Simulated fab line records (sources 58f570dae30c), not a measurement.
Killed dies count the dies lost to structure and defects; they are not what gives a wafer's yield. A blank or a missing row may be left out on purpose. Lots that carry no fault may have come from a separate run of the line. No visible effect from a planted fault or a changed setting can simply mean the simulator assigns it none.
Problem report in the 8D (eight disciplines) form, filled by code	flow berkeley_cmos170	the parts of the form that need people (team, actions taken, sign-off) are left out

1. WHAT WENT WRONG
heater_power_total_W at UCB170_GATE_SOFTBAKE_08 reads a mean of 60.78 W on 6 wafers of 2 lots; wafers without a fault read 56.81 W with a standard deviation of 0.041. Measured from the usual mean, that is +97 standard deviations.
The step: time 60 s.
First observed at day 10 00:00: wafer L109.2, on litho_track-04. At this step, 42 wafers from 14 lots have a number in the record. Rule for "out" (also "out of limits"): further than 4 standard deviations from the usual mean. The other wafers with a number count as sound.

2. WHAT THIS IS AND IS NOT
question	is	is not
which readings at this step	heater_power_total_W, run_length_s	-
which lots	L109, L111	L100, L101, L102, L104, L105, L106, L116, L117, L996, L997, L998, L999
which wafers of those lots	all that have a number	-
read on which tools	litho_track-04	litho_track-01, litho_track-03
when	from day 10 00:00	up to then (30 sound wafers); but 6 sound wafers of L116, L117 came after

3. THE SUSPECTS, EACH WITH WHAT RULES IT OUT
Counting: a tool at any process step up to the reading remains a suspect when it ran all the lots that are out and ran no sound lot after the first of those.
- litho_track-04 at UCB170_GATE_SOFTBAKE_08 (time 60 s): kept. All lots that are out passed through it, beginning with L109 at day 10 00:00, and no sound lot followed; its final sound lot before that point was L105 at day 9 04:00. Out on those wafers are its own readings of heater_power_total_W, run_length_s.
The count leaves litho_track-04 at UCB170_GATE_SOFTBAKE_08.

4. THE CAUSE (what the simulator had put in)
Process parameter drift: litho_track-04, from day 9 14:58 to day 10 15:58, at UCB170_GATE_SOFTBAKE_08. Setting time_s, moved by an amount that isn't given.
The count eliminated every tool but this one.

5. SEQUENCE OF EFFECTS, ordered by route
Rows list readings where the struck wafers' mean (over those with a number) sits beyond 3 standard deviations from the usual. Scope: only readings with a usual standard deviation given in the record; hours: median across lots of the time from each lot's start at the first step in this table that gives one to its start at this step; sigmas: change in usual standard deviations.
hours	step	reading	usual	on struck wafers	change	sigmas
0	UCB170_GATE_SOFTBAKE_08	heater_power_total_W	56.81 W	60.78	+3.97	+97
0	UCB170_GATE_SOFTBAKE_08	run_length_s	89.22 s	76.16	-13.06	-73
The process steps in it:
- UCB170_GATE_SOFTBAKE_08: time 60 s.

6. WHAT WOULD HAVE CAUGHT IT SOONER
In this record the first reading out of limits was taken at day 10 00:00, 9 hours after the fault began at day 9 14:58.
